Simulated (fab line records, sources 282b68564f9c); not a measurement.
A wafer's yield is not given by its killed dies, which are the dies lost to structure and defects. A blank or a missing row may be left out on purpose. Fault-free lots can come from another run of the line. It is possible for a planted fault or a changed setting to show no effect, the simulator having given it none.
Comparing a struck lot with a sound one ; flow rit-cmos ; 18 out of 202 route steps
Sound: wafers L467.2, L467.3, L467.4. Wafers L464.1, L464.4, L464.6 were the ones struck. The cause is given at the end.
Order at every step that has rows: each side's tool, ch and its chambers, its first start. Under that, the readings that differ: sound wafers ; struck wafers ; difference of the means ; sigmas: that difference in standard deviations of wafers without a fault.
alike: same words and numbers on both sides, and readings whose means sit less than 2 such deviations apart. not compared: any withheld reading, any reading some wafer has no value for, any bound like >300 that may hide the same value, and any number with overlapping values for which the record gives no deviation.
A row with sigmas, a row that says differs or no value, or rows on one side alone: a step with any of these is where the two part. Non-overlapping numbers with no deviation appear without sigmas and do not part them. A reading that every wafer of one side lacks parts them only if that side has two wafers or more.

first, 1 step without rows for these wafers: RIT_NLDD_COAT_01 (resist thk 1000 nm).
RIT_NLDD_SOFTBAKE_02: time 62.75 s.
  sound on litho-track-04 ch 0, day 6 03:04; struck on litho-track-04 ch 0, day 5 11:55
  alike: heater-power-total-W, plate-sensor-t-centre-C, plate-sensor-t-edge-C
then, 3 steps without rows for these wafers: RIT_NLDD_EXPOSE_03 (exposes mask M7, target cd 40700 nm); RIT_NLDD_PEB_04; RIT_NLDD_DEVELOP_05 (develop time 50 s).
RIT_NLDD_OVL_MEAS_06:
  sound on overlay-01 at day 6 03:35; struck on overlay-01 at day 5 12:36
  alike: NLDD_OVL
then, 2 steps without rows for these wafers: RIT_NLDD_HARDBAKE_07 (time 60 s); RIT_NLDD_IMPLANT_08.
RIT_NLDD_STRIP_09: strips in O2, time 180 s.
  sound on plasma-asher-04 ch 0,1, day 6 03:55; struck on plasma-asher-04 ch 0, day 5 12:56
  alike: drypump-motor-current-A
  not compared: rf-hours-counter-h
RIT_NLDD_TW_MEAS_10:
  sound on film-metro-02 at day 6 04:07; struck on film-metro-02 at day 5 13:07
  alike: NLDD_TW
then, 2 steps without rows for these wafers: RIT_PLDD_HMDS_00 (prime time 60 s); RIT_PLDD_COAT_01 (resist thk 1000 nm).
RIT_PLDD_SOFTBAKE_02: time 60 s.
  sound on litho-track-03 ch 0, day 6 04:29; struck on litho-track-02 ch 0, day 5 13:28
reading;sound;struck;difference;sigmas
heater-power-total-W (W);34.65 34.57 34.52;33.36 33.42 33.46;-1.17;-22
plate-temp-C (C);89.89 89.76 90.00;87.59 87.77 87.93;-2.12;-16
then, 2 steps without rows for these wafers: RIT_PLDD_EXPOSE_03 (exposes mask M8, target cd 40900 nm); RIT_PLDD_PEB_04.
RIT_PLDD_DEVELOP_05: develop time 50 s.
  sound on litho-track-01 ch 0; struck on litho-track-03 ch 0
reading;sound;struck;difference;sigmas
model.NOVOLAK_of_PLDD_COAT_01.thk-nm (nm);997.3 996.4 992.4;1013 1010 1011;+16;
RIT_PLDD_OVL_MEAS_06:
  sound on overlay-01 at day 6 05:08; struck on overlay-01 at day 5 14:01
  alike: PLDD_OVL
RIT_M1_PROBE_99:
  rows exist in the record for the struck wafers here (prober-01, day 6 04:02), but not for the sound ones

== WHERE THEY PART ==
First at RIT_PLDD_SOFTBAKE_02; last, within this record, at RIT_M1_PROBE_99.

WHY: what had been put in by the simulator
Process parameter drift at RIT_PLDD_SOFTBAKE_02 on litho-track-02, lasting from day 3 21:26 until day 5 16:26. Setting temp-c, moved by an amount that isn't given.
